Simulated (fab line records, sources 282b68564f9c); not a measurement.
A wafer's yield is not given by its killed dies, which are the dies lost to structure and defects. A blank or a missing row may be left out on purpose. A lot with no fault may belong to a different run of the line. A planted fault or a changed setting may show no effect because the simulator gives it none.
fab line records	flow ritCmos
record lots=6	wafers=18	lastDay=7
route steps=202 shown PLDD@116 SPACER@125 NSD@131 PSD@142 SDANNEAL@153 SILICIDE@161 M1@202
lots that met no fault: from a run of the same line without faults
startH: hours from the record's first day to the start of the lot's first wafer shown	waitH: hours from the lot's prior step to this one	" unchanged from the row above	L1.1+2: a single row standing in for several wafers	- value missing, or start not given	* or withheld: withheld	< > ~ a bound
route shown NAME@n: names a module that has steps shown in the file, with the first one's number in the route	usual: average and standard deviation across the fault-free wafers	same: alike in all rows	chamber/n: place in a boat	sites: readings site by site	_std_site: standard deviation across them	_edge_site: the outer-site mean with the inner-site mean subtracted	radiusMm: how far each site lies from the wafer's centre	mask NAME#n: copy n	behind: tool/chamber where the wafer was last shaped	hold: cause of the lot's hold/its duration in hours/its outcome	device: the transistor (n, p or np) that didn't switch	end of line: the same wafers' tests at the end of the route	a step without rows: its recipe alone	killed: at the first sort, the dies lost to defects and structure; wafer yield is something else	map: dies across one wafer; x = killed, . = not, _ = none there
set.NAME: setting as actually run; set.NAME@STEP: the setting as run at that earlier step	model.NAME: the simulator's own value behind a step, which no gauge read
lots seen at some steps along the route; tables by step, rows by wafer
services: the hour from which a tool's chamber was out of use, counted from the record's first day as startH (under 0 if before that day), plus the number of hours and why
## steps
# step RIT_PLDD_SOFTBAKE_02
# recipe resist=NOVOLAK	tempC=90	timeS=60
# step RIT_PLDD_EXPOSE_03
# recipe maskId=M8	na=0.57	targetCdNm=40900	doseMj=250
# step RIT_PLDD_PEB_04
# recipe resist=NOVOLAK	tempC=withheld	timeS=withheld
# step RIT_PLDD_DEVELOP_05
# recipe resist=NOVOLAK	developTimeS=50	devTempC=23
# step RIT_PLDD_OVL_MEAS_06
# usual PLDD_OVL=-0.1/1.5
lot.wafer	tool	chamber	startH	waitH	PLDD_OVL[nm]
L836.1	overlay-02	-	61.07	-	0.1
L836.5	"	-	"	"	0.2
L836.6	"	-	"	"	0.4
L837.3	overlay-02	-	64.05	-	0.3
L837.5	"	-	"	"	0.0
L837.6	"	-	"	"	1.9
L848.2	overlay-01	-	117.84	-	-1.0
L848.5	"	-	"	"	0.5
L848.6	"	-	"	"	2.9
L849.2	overlay-02	-	124.09	-	1.2
L849.3	"	-	"	"	0.8
L849.4	"	-	"	"	-1.4
L850.1	overlay-02	-	127.95	-	-2.4
L850.3	"	-	"	"	-0.6
L850.6	"	-	"	"	-2.4
L855.3	overlay-02	-	153.39	-	0.4
L855.5	"	-	"	"	-1.3
L855.6	"	-	"	"	0.1
# step RIT_PLDD_HARDBAKE_07
# recipe resist=NOVOLAK	tempC=140	timeS=60
# step RIT_PLDD_IMPLANT_08
# recipe species=BF2	energyKev=20	doseCm2=9e+14	tiltDeg=7
# step RIT_PLDD_STRIP_09
# recipe chemistry=O2	timeS=180	resist=NOVOLAK	platenTempC=withheld	powerW=500	pressureMtorr=4000	o2FlowSccm=4000
# usual chamberPressureMTorr=4001/3.6	drypumpMotorCurrentA=5.8/0.38
lot.wafer	tool	chamber	startH	waitH	chamberPressureMTorr	drypumpMotorCurrentA	rfHoursCounterH
L836.1	plasmaAsher-04	0	61.40	0.1	3996	5.8	41
L836.5	"	0	"	"	4000	5.8	-
L836.6	"	1	"	"	3997	5.4	-
L837.3	plasmaAsher-02	0	64.43	0.1	3996	6.4	-
L837.5	"	0	"	"	4001	6.4	-
L837.6	"	1	"	"	3999	5.5	-
L848.2	plasmaAsher-03	0	118.17	0.1	3996	6.3	0
L848.5	"	1	"	"	3992	5.6	-
L848.6	"	0	"	"	3998	6.3	-
L849.2	plasmaAsher-03	0	124.42	0.1	4008	6.3	1
L849.3	"	0	"	"	4000	6.3	-
L849.4	"	1	"	"	4004	5.6	-
L850.1	plasmaAsher-02	0	128.28	0.1	3994	6.4	33
L850.3	"	0	"	"	4003	6.4	-
L850.6	"	0	"	"	3997	6.4	-
L855.3	plasmaAsher-04	1	153.77	0.1	3998	5.4	-
L855.5	"	0	"	"	4007	5.8	-
L855.6	"	1	"	"	4000	5.4	-
# step RIT_PLDD_TW_MEAS_10
# usual PLDD_TW=2343/20
lot.wafer	tool	chamber	startH	waitH	PLDD_TW
L836.1	filmMetro-02	-	61.58	0.1	2354
L836.5	"	-	"	"	2346
L836.6	"	-	"	"	2352
L837.3	filmMetro-02	-	64.57	0.1	2342
L837.5	"	-	"	"	2347
L837.6	"	-	"	"	2359
L848.2	filmMetro-02	-	118.36	0.1	2355
L848.5	"	-	"	"	2367
L848.6	"	-	"	"	2360
L849.2	filmMetro-03	-	124.60	0.1	2375
L849.3	"	-	"	"	2389
L849.4	"	-	"	"	2388
L850.1	filmMetro-02	-	128.46	0.1	2365
L850.3	"	-	"	"	2348
L850.6	"	-	"	"	2364
L855.3	filmMetro-02	-	153.90	0.1	2347
L855.5	"	-	"	"	2340
L855.6	"	-	"	"	2337
# step RIT_SPACER_CLEAN_00
# recipe chemistry=SC1	mix=3:3:50	timeS=600	tempC=75
# step RIT_SPACER_CLEAN_01
# recipe chemistry=dHF	dilution=50:1	timeS=30
# step RIT_SPACER_CLEAN_02
# recipe chemistry=SC2	mix=3:3:50	timeS=600	tempC=75	dry=n2Spin
# step RIT_SPACER_CVD_03
# recipe material=Si3N4	targetThkNm=250	tempC=810	precursor=SiH2Cl2/NH3	timeS=3226	pressureMtorr=300	sih2cl2FlowSccm=60	nh3FlowSccm=150
# usual sih2cl2FlowSccm=60.01/0.17	spikeTcLoadC=834.3/1.5
lot.wafer	tool	chamber	startH	waitH	sih2cl2FlowSccm	spikeTcLoadC	model.Si3N4_of_SPACER_CVD_03.thkNm
L836.1	lpcvd-01	1	62.00	0.0	59.87	835.2	243.2
L836.5	"	1	"	"	60.03	836.6	243.1
L836.6	"	1	"	"	60.24	835.0	244.9
L837.3	lpcvd-01	1	65.01	0.0	59.77	835.4	248.2
L837.5	"	1	"	"	59.82	835.3	248.5
L837.6	"	1	"	"	59.84	834.8	248.5
L848.2	lpcvd-02	1	120.15	0.0	60.17	833.3	243.9
L848.5	"	1	"	"	60.19	831.8	244.7
L848.6	"	1	"	"	59.93	834.3	244.5
L849.2	lpcvd-01	0	125.53	0.0	72.24	833.8	258.9
L849.3	"	0	"	"	72.28	834.1	261.1
L849.4	"	0	"	"	72.15	834.0	259.3
L850.1	lpcvd-01	0	128.92	0.0	71.91	834.9	259.5
L850.3	"	0	"	"	72.01	835.9	256.8
L850.6	"	0	"	"	71.97	833.6	257.3
L855.3	lpcvd-02	0	154.31	0.0	60.07	832.6	244.3
L855.5	"	0	"	"	60.14	832.6	243.6
L855.6	"	0	"	"	60.06	831.0	245.9
# step RIT_SPACER_THK_MEAS_04
# recipe reads=Si3N4_of_SPACER_CVD_03
# usual SPACER_NITRIDE_THK=245.2/1.8
lot.wafer	tool	chamber	startH	waitH	SPACER_NITRIDE_THK[nm]
L836.1	filmMetro-02	-	63.92	0.0	243.3
L836.5	"	-	"	"	243.1
L836.6	"	-	"	"	244.9
L837.3	filmMetro-01	-	67.90	0.0	248.1
L837.5	"	-	"	"	248.6
L837.6	"	-	"	"	248.4
L848.2	filmMetro-04	-	122.08	0.0	244.0
L848.5	"	-	"	"	244.9
L848.6	"	-	"	"	244.6
L849.2	filmMetro-02	-	127.45	0.0	259.0
L849.3	"	-	"	"	261.0
L849.4	"	-	"	"	259.1
L850.1	filmMetro-02	-	130.83	0.0	259.6
L850.3	"	-	"	"	256.6
L850.6	"	-	"	"	257.2
L855.3	filmMetro-02	-	156.25	0.0	244.3
L855.5	"	-	"	"	244.0
L855.6	"	-	"	"	246.1
# step RIT_SPACER_ETCHBACK_05
# recipe targetDepthA=2500	SF6_flow_sccm=30	CHF3_flow_sccm=30	target=Si3N4	chemistry=SF6/CHF3	pressureMtorr=40	rfW=250	timeS=240	stopOn=SiO2
# usual CHF3_flow_sccm=29.99/0.093	chamberPressureMTorr=40.00/0.042	drypumpMotorCurrentA=5.95/0.21	oesProductAu=0.831/0.014	throttleValvePct=10.22/0.12
lot.wafer	tool	chamber	startH	waitH	CHF3_flow_sccm	chamberPressureMTorr	drypumpMotorCurrentA	oesProductAu	rfHoursCounterH	throttleValvePct	model.etch.depthNm
L836.1	rieDiel-03	1	63.98	0.1	29.95	40.07	4.95	0.811	76	10.10	243.2
L836.5	"	2	"	"	30.00	40.03	5.89	0.850	-	10.43	243.1
L836.6	"	1	"	"	30.03	39.99	4.97	0.812	-	10.10	244.9
L837.3	rieDiel-03	0	67.94	0.0	30.08	39.93	5.65	0.829	6	10.17	248.2
L837.5	"	2	"	"	30.20	39.98	5.92	0.856	-	10.41	248.5
L837.6	"	3	"	"	29.93	40.00	6.16	0.828	-	10.28	248.5
L848.2	rieDiel-01	1	122.13	0.0	29.86	40.04	6.10	0.857	156	10.27	243.9
L848.5	"	3	"	"	29.96	39.94	6.00	0.821	-	10.07	244.7
L848.6	"	0	"	"	30.12	39.98	6.04	0.836	-	10.23	244.5
L849.2	rieDiel-01	2	127.50	0.0	30.03	39.99	5.84	0.858	18	10.26	258.9
L849.3	"	3	"	"	30.05	39.99	5.99	0.860	143	10.09	261.1
L849.4	"	0	"	"	30.11	40.04	6.07	0.859	-	10.25	259.3
L850.1	rieDiel-01	3	130.89	0.1	30.01	39.94	5.99	0.856	143	10.08	259.5
L850.3	"	2	"	"	30.12	39.95	5.91	0.857	18	10.23	256.8
L850.6	"	0	"	"	29.83	40.04	6.07	0.858	-	10.25	257.3
L855.3	rieDiel-01	3	156.29	0.0	30.02	39.97	5.99	0.828	143	10.07	244.3
L855.5	"	2	"	"	30.05	39.98	5.89	0.821	-	10.23	243.6
L855.6	"	1	"	"	30.07	40.05	6.12	0.829	-	10.27	245.9
# step RIT_NSD_HMDS_00
# recipe primeTimeS=60	primeTempC=140
# step RIT_NSD_COAT_01
# recipe resist=NOVOLAK	spinRpm=3250	resistThkNm=1000
# step RIT_NSD_SOFTBAKE_02
# recipe resist=NOVOLAK	tempC=90	timeS=60.96
# usual exhaustPa=45.1/0.8	plateSensorTCentreC=90.970/0.01	plateSensorTEdgeC=91.020/0.01
lot.wafer	tool	chamber	startH	waitH	exhaustPa	plateSensorTCentreC	plateSensorTEdgeC
L836.1	lithoTrack-01	0	64.43	0.1	46.1	90.976	91.012
L836.5	"	0	"	"	46.3	90.958	91.017
L836.6	"	0	"	"	44.7	90.966	91.025
L837.3	lithoTrack-03	0	68.44	0.1	44.5	90.962	91.016
L837.5	"	0	"	"	45.4	90.966	91.015
L837.6	"	0	"	"	44.6	90.969	91.011
L848.2	lithoTrack-03	0	122.60	0.1	44.0	90.978	91.009
L848.5	"	0	"	"	44.5	90.950	91.027
L848.6	"	0	"	"	44.9	90.975	91.011
L849.2	lithoTrack-03	0	127.98	0.1	46.1	90.973	91.014
L849.3	"	0	"	"	45.6	90.985	91.026
L849.4	"	0	"	"	45.2	90.960	91.002
L850.1	lithoTrack-03	0	131.34	0.1	44.5	90.991	91.026
L850.3	"	0	"	"	45.1	90.982	91.020
L850.6	"	0	"	"	44.9	90.968	91.018
L855.3	lithoTrack-03	0	156.79	0.1	45.1	90.945	91.007
L855.5	"	0	"	"	44.8	90.985	91.011
L855.6	"	0	"	"	44.1	90.969	91.020
# step RIT_NSD_EXPOSE_03
# recipe maskId=M9	na=0.57	targetCdNm=40700	doseMj=250
# step RIT_NSD_PEB_04
# recipe resist=NOVOLAK	tempC=withheld	timeS=withheld
# step RIT_NSD_DEVELOP_05
# recipe resist=NOVOLAK	developTimeS=50	devTempC=23
# step RIT_NSD_OVL_MEAS_06
# usual NSD_OVL=0.0/1.5
lot.wafer	tool	chamber	startH	waitH	NSD_OVL[nm]
L836.1	overlay-02	-	64.98	-	-0.1
L836.5	"	-	"	"	1.4
L836.6	"	-	"	"	0.3
L837.3	overlay-01	-	69.08	-	3.2
L837.5	"	-	"	"	0.0
L837.6	"	-	"	"	2.6
L848.2	overlay-01	-	123.13	-	-2.1
L848.5	"	-	"	"	1.2
L848.6	"	-	"	"	0.0
L849.2	overlay-01	-	128.63	-	1.0
L849.3	"	-	"	"	2.3
L849.4	"	-	"	"	1.6
L850.1	overlay-02	-	131.89	-	-2.6
L850.3	"	-	"	"	0.9
L850.6	"	-	"	"	-1.1
L855.3	overlay-01	-	157.42	-	1.4
L855.5	"	-	"	"	-0.7
L855.6	"	-	"	"	1.5
# step RIT_NSD_HARDBAKE_07
# recipe resist=NOVOLAK	tempC=140	timeS=60
# step RIT_NSD_IMPLANT_08
# recipe species=P	energyKev=25	doseCm2=1e+15	tiltDeg=7
# step RIT_NSD_STRIP_09
# recipe chemistry=O2	timeS=180	resist=NOVOLAK	platenTempC=withheld	powerW=500	pressureMtorr=4000	o2FlowSccm=4000
# usual chamberPressureMTorr=3999/3.6	drypumpMotorCurrentA=6.1/0.43
lot.wafer	tool	chamber	startH	waitH	chamberPressureMTorr	drypumpMotorCurrentA	rfHoursCounterH
L836.1	plasmaAsher-02	1	65.32	0.1	4009	5.6	27
L836.5	"	1	"	"	4001	5.6	-
L836.6	"	0	"	"	3996	6.4	-
L837.3	plasmaAsher-01	0	69.46	0.1	4002	6.6	-
L837.5	"	1	"	"	3996	6.4	-
L837.6	"	0	"	"	4000	6.6	-
L848.2	plasmaAsher-02	1	123.46	0.1	3998	5.5	32
L848.5	"	0	"	"	3996	6.5	-
L848.6	"	1	"	"	4002	5.6	-
L849.2	plasmaAsher-02	1	129.07	0.1	4001	5.6	33
L849.3	"	0	"	"	3998	6.5	-
L849.4	"	1	"	"	4001	5.5	-
L850.1	plasmaAsher-01	0	132.23	0.1	4000	6.6	49
L850.3	"	1	"	"	3996	6.4	-
L850.6	"	0	"	"	3994	6.6	-
L855.3	plasmaAsher-02	0	157.81	0.1	3998	6.4	-
L855.5	"	0	"	"	4002	6.4	-
L855.6	"	1	"	"	3999	5.5	-
# step RIT_NSD_TW_MEAS_10
# usual NSD_TW=3121/21
lot.wafer	tool	chamber	startH	waitH	NSD_TW
L836.1	filmMetro-02	-	65.49	0.1	3126
L836.5	"	-	"	"	3123
L836.6	"	-	"	"	3122
L837.3	filmMetro-03	-	69.60	0.1	3122
L837.5	"	-	"	"	3115
L837.6	"	-	"	"	3117
L848.2	filmMetro-01	-	123.65	0.1	3092
L848.5	"	-	"	"	3099
L848.6	"	-	"	"	3110
L849.2	filmMetro-02	-	129.26	0.1	3121
L849.3	"	-	"	"	3140
L849.4	"	-	"	"	3114
L850.1	filmMetro-02	-	132.40	0.1	3132
L850.3	"	-	"	"	3145
L850.6	"	-	"	"	3147
L855.3	filmMetro-02	-	157.94	0.1	3136
L855.5	"	-	"	"	3095
L855.6	"	-	"	"	3108
# step RIT_PSD_HMDS_00
# recipe primeTimeS=60	primeTempC=140
# step RIT_PSD_COAT_01
# recipe resist=NOVOLAK	spinRpm=3250	resistThkNm=1000
# step RIT_PSD_SOFTBAKE_02
# recipe resist=NOVOLAK	tempC=90	timeS=60
# step RIT_PSD_EXPOSE_03
# recipe maskId=M10	na=0.57	targetCdNm=40900	doseMj=250
# step RIT_PSD_PEB_04
# recipe resist=NOVOLAK	tempC=withheld	timeS=withheld
# step RIT_PSD_DEVELOP_05
# recipe resist=NOVOLAK	developTimeS=50	devTempC=23
# step RIT_PSD_OVL_MEAS_06
# usual PSD_OVL=0.1/1.6
lot.wafer	tool	chamber	startH	waitH	PSD_OVL[nm]
L836.1	overlay-02	-	66.60	-	0.6
L836.5	"	-	"	"	0.4
L836.6	"	-	"	"	2.7
L837.3	overlay-02	-	70.50	-	1.2
L837.5	"	-	"	"	-0.1
L837.6	"	-	"	"	1.4
L848.2	overlay-01	-	124.68	-	0.3
L848.5	"	-	"	"	0.4
L848.6	"	-	"	"	0.6
L849.2	overlay-01	-	130.29	-	0.3
L849.3	"	-	"	"	2.8
L849.4	"	-	"	"	0.6
L850.1	overlay-02	-	133.44	-	-1.7
L850.3	"	-	"	"	0.2
L850.6	"	-	"	"	-0.4
L855.3	overlay-02	-	158.97	-	0.2
L855.5	"	-	"	"	-1.1
L855.6	"	-	"	"	0.1
# step RIT_PSD_HARDBAKE_07
# recipe resist=NOVOLAK	tempC=140	timeS=60
# step RIT_PSD_IMPLANT_08
# recipe species=BF2	energyKev=26.48	doseCm2=5e+15	tiltDeg=7
# step RIT_PSD_STRIP_09
# recipe chemistry=O2	timeS=180	resist=NOVOLAK	platenTempC=withheld	powerW=500	pressureMtorr=4000	o2FlowSccm=4000
# usual chamberPressureMTorr=4000/3.6	drypumpMotorCurrentA=5.9/0.47
lot.wafer	tool	chamber	startH	waitH	chamberPressureMTorr	drypumpMotorCurrentA	rfHoursCounterH
L836.1	plasmaAsher-04	0	66.94	0.1	4003	5.8	42
L836.5	"	1	"	"	4005	5.4	-
L836.6	"	0	"	"	4001	5.7	-
L837.3	plasmaAsher-02	1	70.88	0.1	3997	5.5	-
L837.5	"	0	"	"	3992	6.4	-
L837.6	"	1	"	"	4005	5.6	-
L848.2	plasmaAsher-04	1	125.01	0.1	3996	5.4	50
L848.5	"	1	"	"	4002	5.4	-
L848.6	"	0	"	"	4001	5.8	-
L849.2	plasmaAsher-02	0	130.62	0.1	4000	6.4	33
L849.3	"	0	"	"	3999	6.4	-
L849.4	"	1	"	"	3999	5.5	-
L850.1	plasmaAsher-02	1	133.77	0.1	3999	5.6	33
L850.3	"	1	"	"	4003	5.5	-
L850.6	"	0	"	"	4007	6.4	-
L855.3	plasmaAsher-04	1	159.35	0.1	3997	5.4	-
L855.5	"	0	"	"	3997	5.7	-
L855.6	"	1	"	"	3998	5.4	-
# step RIT_PSD_TW_MEAS_10
# usual PSD_TW=3408/28
lot.wafer	tool	chamber	startH	waitH	PSD_TW
L836.1	filmMetro-03	-	67.11	0.1	3409
L836.5	"	-	"	"	3403
L836.6	"	-	"	"	3398
L837.3	filmMetro-01	-	71.02	0.1	3380
L837.5	"	-	"	"	3351
L837.6	"	-	"	"	3345
L848.2	filmMetro-03	-	125.19	0.1	3427
L848.5	"	-	"	"	3473
L848.6	"	-	"	"	3445
L849.2	filmMetro-01	-	130.80	0.1	3367
L849.3	"	-	"	"	3388
L849.4	"	-	"	"	3393
L850.1	filmMetro-02	-	133.95	0.1	3428
L850.3	"	-	"	"	3406
L850.6	"	-	"	"	3428
L855.3	filmMetro-03	-	159.49	0.1	3415
L855.5	"	-	"	"	3431
L855.6	"	-	"	"	3415
# step RIT_SDANNEAL_CLEAN_00
# recipe chemistry=SC1	mix=3:3:50	timeS=600	tempC=75
# step RIT_SDANNEAL_CLEAN_01
# recipe chemistry=dHF	dilution=50:1	timeS=30
# step RIT_SDANNEAL_CLEAN_02
# recipe chemistry=SC2	mix=3:3:50	timeS=600	tempC=75	dry=n2Spin
# step RIT_SDANNEAL_RTA_03
# recipe tempC=1050	timeS=5	idleTempC=600	rampUpCPerS=342	rampDownCPerS=171	coolToC=600	ambient=N2
# usual annealTempCMax=1055.6/1.1	wafer_temp_C_max=1053.4/1.1
lot.wafer	tool	chamber	startH	waitH	annealTempCMax	wafer_temp_C_max
L836.1	rtpAnneal-02	0	67.57	0.0	1054.5	1052.4
L836.5	"	0	"	"	1057.5	1053.0
L836.6	"	0	"	"	1055.1	1051.4
L837.3	rtpAnneal-01	0	71.46	0.0	1056.2	1053.9
L837.5	"	0	"	"	1055.8	1052.4
L837.6	"	0	"	"	1054.7	1052.6
L848.2	rtpAnneal-02	0	125.99	0.0	1055.3	1053.1
L848.5	"	0	"	"	1056.6	1053.3
L848.6	"	0	"	"	1060.6	1051.6
L849.2	rtpAnneal-01	0	131.49	0.0	1056.4	1052.9
L849.3	"	0	"	"	1056.0	1054.3
L849.4	"	0	"	"	1054.8	1053.2
L850.1	rtpAnneal-02	0	134.82	0.0	1056.3	1054.9
L850.3	"	0	"	"	1055.8	1053.7
L850.6	"	0	"	"	1055.4	1052.9
L855.3	rtpAnneal-01	0	159.92	0.0	1055.7	1054.5
L855.5	"	0	"	"	1055.1	1052.1
L855.6	"	0	"	"	1054.1	1052.2
# step RIT_SDANNEAL_RS_MEAS_04
# recipe thkMeasGauge=four-point-probe
# usual PSD_RS=117.00/0.29
lot.wafer	tool	chamber	startH	waitH	PSD_RS[ohm/sq]
L836.1	filmMetro-02	-	67.63	0.0	117.05
L836.5	"	-	"	"	117.03
L836.6	"	-	"	"	117.05
L837.3	filmMetro-02	-	71.54	0.1	116.88
L837.5	"	-	"	"	117.11
L837.6	"	-	"	"	116.86
L848.2	filmMetro-01	-	126.06	0.1	116.91
L848.5	"	-	"	"	117.05
L848.6	"	-	"	"	116.79
L849.2	filmMetro-02	-	131.55	0.1	116.91
L849.3	"	-	"	"	117.07
L849.4	"	-	"	"	117.12
L850.1	filmMetro-03	-	134.88	0.0	117.03
L850.3	"	-	"	"	117.02
L850.6	"	-	"	"	117.24
L855.3	filmMetro-01	-	159.99	0.1	116.97
L855.5	"	-	"	"	117.12
L855.6	"	-	"	"	117.05
# step RIT_SILICIDE_WET_ETCH_00
# recipe chemistry=BOE	target=SiO2	targetDepthNm=14	timeS=15	dry=n2Spin	dilution=10:1	tempC=21.5
lot.wafer	tool	chamber	startH	waitH	model.Si3N4_of_SPACER_CVD_03.thkNm
L836.1	wetBench-03	1	68.11	0.1	189.8
L836.5	"	1	"	"	189.9
L836.6	"	1	"	"	191.5
L837.3+6	wetBench-01	3	71.98	0.1	193.9
L837.5	"	3	"	"	194.7
L848.2	wetBench-03	3	126.52	0.1	190.7
L848.5	"	3	"	"	190.8
L848.6	"	3	"	"	191.8
L849.2	wetBench-04	0	132.01	0.1	202
L849.3	"	0	"	"	204.5
L849.4	"	0	"	"	204.1
L850.1	wetBench-03	1	135.36	0.1	203.4
L850.3	"	1	"	"	200.3
L850.6	"	1	"	"	202.1
L855.3	wetBench-03	1	160.43	0.1	191.2
L855.5	"	1	"	"	189.6
L855.6	"	1	"	"	193.2
# step RIT_M1_PROBE_99
# usual killedAtContacts=0.1/0.25	killedAtFrontEnd=6.3/2.9	killedDies=6.4/2.9	killedOpen=3.3/2.1	killedShort=3.1/1.7
# same grossDies=264	killed_at_M0_to_M3=0	killed_at_M4_up=0	killedAtBackSide=0	killedAtOther=0
lot.wafer	tool	chamber	startH	waitH	killedAtContacts	killedAtFrontEnd	killedDies	killedOpen	killedShort	model.etest.pplusSal.widthNm	model.etest.nplusSal.widthNm	model.etest.pwellPinched.rsOhmSq	model.etest.nwellPinched.rsOhmSq	model.etest.nmos_0p15.toxInvNm	model.etest.diodeNplusComb.cjFfUm2	model.etest.diodeNplusPwell.cjFfUm2
L836.1	prober-02	-	75.23	0.1	0	2	2	1	1	3419	3430	456.8	340.5	4.404	2.659	2.088
L836.5	prober-02	-	75.43	0.2	0	3	3	1	2	3433	3445	470.4	339.4	4.453	2.664	2.092
L836.6	prober-02	-	75.48	0.2	0	13	13	7	6	3434	3419	454.4	339.1	4.439	2.644	2.087
L837.3	prober-01	-	79.12	0.2	1	9	10	5	5	3403	3414	460.7	339.1	4.548	2.615	2.064
L837.5	prober-01	-	79.22	0.2	0	3	3	1	2	3415	3401	460.3	334.6	4.615	2.599	2.058
L837.6	prober-01	-	79.27	0.2	0	2	2	0	2	3425	3414	467.7	336.8	4.569	2.625	2.076
L848.2	prober-01	-	133.80	0.1	0	6	6	4	2	3435	3435	465.7	340.2	4.537	2.653	2.078
L848.5	prober-01	-	133.95	0.2	0	5	5	2	3	3443	3418	465.8	340.9	4.562	2.663	2.08
L848.6	prober-01	-	134.00	0.2	0	9	9	3	6	3424	3414	461.4	339.7	4.573	2.636	2.084
L849.2	prober-02	-	139.78	0.1	0	7	7	4	3	3403	3419	456.3	332.1	4.579	2.606	2.064
L849.3	prober-02	-	139.83	0.2	0	8	8	4	4	3416	3406	454.4	328.8	4.662	2.554	2.054
L849.4	prober-02	-	139.88	0.2	0	10	10	5	5	3395	3382	453.6	324.4	4.653	2.534	2.029
L850.1	prober-01	-	143.05	0.1	0	4	4	2	2	3391	3388	451.2	329.9	4.663	2.511	1.993
L850.3	prober-01	-	143.15	0.2	0	1	1	0	1	3412	3410	460.4	335.4	4.55	2.556	2.024
L850.6	prober-01	-	143.30	0.2	0	9	9	5	4	3416	3406	445.4	329.4	4.668	2.51	1.996
L855.3	prober-02	-	170.53	0.2	0	6	6	0	6	3425	3412	465.4	336.6	4.403	2.642	2.061
L855.5	prober-02	-	170.63	0.2	0	2	2	2	0	3423	3440	466.1	345.9	4.401	2.667	2.079
L855.6	prober-02	-	170.68	0.2	0	6	6	1	5	3407	3409	461.1	336.1	4.445	2.61	2.057
# killed by level:class
L836.1 FOX1:geometricParticle:short=1 FOX1:geometricParticle:open=1
L836.5 FOX1:geometricParticle:open=1 FOX1:geometricParticle:short=1 GATE:geometricParticle:short=1
L836.6 SILICIDE:geometricParticle:short=5 REOX:geometricParticle:open=4 GATE:geometricParticle:open=2 REOX:geometricParticle:short=1 SILICIDE:geometricParticle:open=1
L837.3 FOX1:geometricParticle:short=2 FOX1:geometricParticle:open=2 SPACER:geometricParticle:open=2 SPACER:geometricParticle:short=2 GATE:geometricParticle:short=1 CONTACT:geometricParticle:open=1
L837.5 FOX1:geometricParticle:open=1 FOX1:geometricParticle:short=1 SPACER:geometricParticle:short=1
L837.6 FOX1:geometricParticle:short=1 SPACER:geometricParticle:short=1
L848.2 GATE:geometricParticle:open=2 GATE:geometricParticle:short=1 SPACER:geometricParticle:open=1 SPACER:geometricParticle:short=1 SILICIDE:geometricParticle:open=1
L848.5 FOX1:geometricParticle:short=2 FOX1:geometricParticle:open=1 FOX2:geometricParticle:open=1 SPACER:geometricParticle:short=1
L848.6 GATE:geometricParticle:short=2 ACTIVE:geometricParticle:short=1 FOX1:geometricParticle:open=1 FOX1:geometricParticle:short=1 GATE:geometricParticle:open=1 REOX:geometricParticle:open=1 SPACER:geometricParticle:short=1 SILICIDE:geometricParticle:short=1
L849.2 GATE:geometricParticle:open=3 GATE:geometricParticle:short=2 REOX:geometricParticle:short=1 REOX:geometricParticle:open=1
L849.3 GATE:geometricParticle:short=2 GATE:geometricParticle:open=2 FOX2:geometricParticle:short=1 REOX:geometricParticle:open=1 REOX:geometricParticle:short=1 SPACER:geometricParticle:open=1
L849.4 GATE:geometricParticle:short=2 SPACER:geometricParticle:short=2 FOX1:geometricParticle:short=1 FOX1:geometricParticle:open=1 GATE:geometricParticle:open=1 REOX:geometricParticle:open=1 SPACER:geometricParticle:open=1 SILICIDE:geometricParticle:open=1
L850.1 GATE:geometricParticle:open=2 REOX:geometricParticle:short=1 SPACER:geometricParticle:short=1
L850.3 REOX:geometricParticle:short=1
L850.6 REOX:geometricParticle:short=2 SPACER:geometricParticle:open=2 FOX1:geometricParticle:short=1 FOX2:geometricParticle:short=1 GATE:geometricParticle:open=1 REOX:geometricParticle:open=1 SILICIDE:geometricParticle:open=1
L855.3 GATE:geometricParticle:short=2 SILICIDE:geometricParticle:short=2 FOX1:geometricParticle:short=1 SPACER:geometricParticle:short=1
L855.5 FOX1:geometricParticle:open=2
L855.6 REOX:geometricParticle:short=2 FOX1:geometricParticle:short=1 GATE:geometricParticle:short=1 REOX:geometricParticle:open=1 SILICIDE:geometricParticle:short=1
## services
tool	chamber	startH	hours	kind
lpcvd-02	-	38.00	2.7	repair
rieDiel-01	0	45.17	1.5	repair
plasmaAsher-01	-	46.11	1.4	repair
plasmaAsher-03	-	52.92	0.6	repair
rieDiel-01	0	72.89	-	clean
rieDiel-01	0	72.89	-	consumableReplace:esc
rieDiel-01	0	72.89	21.3	scheduledDown
rieDiel-01	0	72.89	21.3	ventCycle
plasmaAsher-01	-	76.21	2.8	pm
rieDiel-03	1	79.70	9.6	repair
rieDiel-03	-	93.04	65.3	repair
plasmaAsher-03	-	108.80	9.0	pm
plasmaAsher-03	0	108.80	9.0	ventCycle
plasmaAsher-03	1	108.80	9.0	ventCycle
plasmaAsher-02	-	110.74	10.5	repair
plasmaAsher-03	0	117.80	-	clean
plasmaAsher-03	1	117.80	-	clean
rieDiel-01	2	120.15	6.0	repair
plasmaAsher-04	-	125.93	8.0	repair
rieDiel-01	1	126.12	-	clean
rieDiel-01	1	126.12	12.5	scheduledDown
rieDiel-01	1	126.12	12.5	ventCycle
## key
firstSign step=RIT_SPACER_CVD_03	reading=sih2cl2FlowSccm	direction=up	sigmas=71	usual=60.01	struck=72.09
effect step=RIT_SPACER_THK_MEAS_04	reading=SPACER_NITRIDE_THK	direction=up	sigmas=7.3	usual=245.2	struck=258.8
modelEffect step=RIT_SPACER_CVD_03	value=Si3N4_of_SPACER_CVD_03.thkNm	without=244.9	struck=258.8
modelEffect step=RIT_SPACER_ETCHBACK_05	value=etch.depthNm	without=244.9	struck=258.8
modelEffect step=RIT_SILICIDE_WET_ETCH_00	value=Si3N4_of_SPACER_CVD_03.thkNm	without=191.7	struck=202.7
modelEffect step=RIT_M1_PROBE_99	value=etest.pplusSal.widthNm	without=3431	struck=3406
metAt RIT_SPACER_CVD_03
struckWafers L849.2,L849.3,L849.4,L850.1,L850.3,L850.6
testerLeftOut L849,L850
onsetBetween 65.01 125.53
fault kind=processParameterDrift	tool=lpcvd-01	chamber=-	onsetH=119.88	steps=RIT_SPACER_CVD_03	channel=sih2cl2FlowSccm	offset=12	shape=step	endH=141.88	actsIn=theseRecipesOnly	stated=60
# testerLeftOut: of these lots the tester's yield and bins aren't shown, on N5 and GAA mostly nor the transistor test; their killed dies are dies lost to structure and defects alone, not to doping, threshold or leakage, so they don't give the yield
